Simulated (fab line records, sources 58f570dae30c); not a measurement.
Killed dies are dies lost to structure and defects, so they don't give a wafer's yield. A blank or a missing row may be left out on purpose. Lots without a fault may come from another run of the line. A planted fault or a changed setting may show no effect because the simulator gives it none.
One fault seen from 2 desks | flow berkeley_cmos170 | each desk has only its own numbers; what lay behind them comes last

THE TOOL OWNER'S DESK: implanter-03
The tool's own readings at UCB170_NWELL_IMPLANT_14: means of the sampled wafers that have a number, for each lot that ran on this tool. A lot is out of limits, marked OUT, if its mean lies more than 4 standard deviations from the usual mean; the brackets give that distance.
Columns: A = dose_ions_cm2 at UCB170_NWELL_IMPLANT_14, usual 1.0001e+13; B = faraday_current_uA at UCB170_NWELL_IMPLANT_14, usual 31.7
lot  | first seen here | A                    | B
L251 | day 3 06:22     | 9.2057e+12 (-72) OUT | 29.2
L253 | day 3 21:11     | 9.2087e+12 (-72) OUT | 29.2
L254 | day 4 02:25     | 9.2077e+12 (-72) OUT | 29.4
L268 | day 6 21:58     | 9.9960e+12           | 31.9
This desk's finding: out of limits on L251, L253, L254; first on L251, day 3 06:22 (dose_ions_cm2 at UCB170_NWELL_IMPLANT_14). In limits: L268.

THE METROLOGY DESK
What the gauges read, lot by lot, whatever tool the lot ran on: means of the sampled wafers that have a number. A lot is out of limits, marked OUT, if its mean lies more than 4 standard deviations from the usual mean; the brackets give that distance.
Columns: A = NWELL_OXIDE_THK at UCB170_NWELL_THK_MEAS_02, usual 26.5 nm; B = NWELL_NITRIDE_THK at UCB170_NWELL_THK_MEAS_05, usual 222.3 nm; C = NWELL_OVL at UCB170_NWELL_OVL_MEAS_12, usual 1 nm
lot  | first seen here | A    | B     | C
L248 | day 2 08:35     | 26.4 | 222.2 | 1
L249 | day 2 14:26     | 27.3 | 220.2 | -3
L251 | day 2 21:38     | 26.1 | 220.9 | 6
L253 | day 3 13:28     | 26.9 | 225.8 | -0
L254 | day 3 20:33     | 26.4 | 222.3 | -4
L260 | day 4 21:37     | 26.8 | 224.5 | -7
L268 | day 6 13:45     | 26.8 | 221.0 | 3
This desk's finding: nothing out of limits on any of the 7 lots.

PUT TOGETHER
The tool owner's desk could have raised an alarm at day 3 06:22, on L251, L253, L254.
The metrology desk saw nothing out of limits.
The metrology desk has L251, L253, L254 on record, within its limits.
Of the lots named, all ran UCB170_NWELL_IMPLANT_14 on implanter-03.

WHAT THE SIMULATOR HAD PUT IN
Process parameter drift: implanter-03, from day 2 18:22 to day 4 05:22, at UCB170_NWELL_IMPLANT_14. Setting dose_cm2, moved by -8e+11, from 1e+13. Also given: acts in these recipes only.
Lots struck among those shown: L251, L253, L254.
Hours from the fault's start to each desk's first reading out of limits: the tool owner's desk, 12.
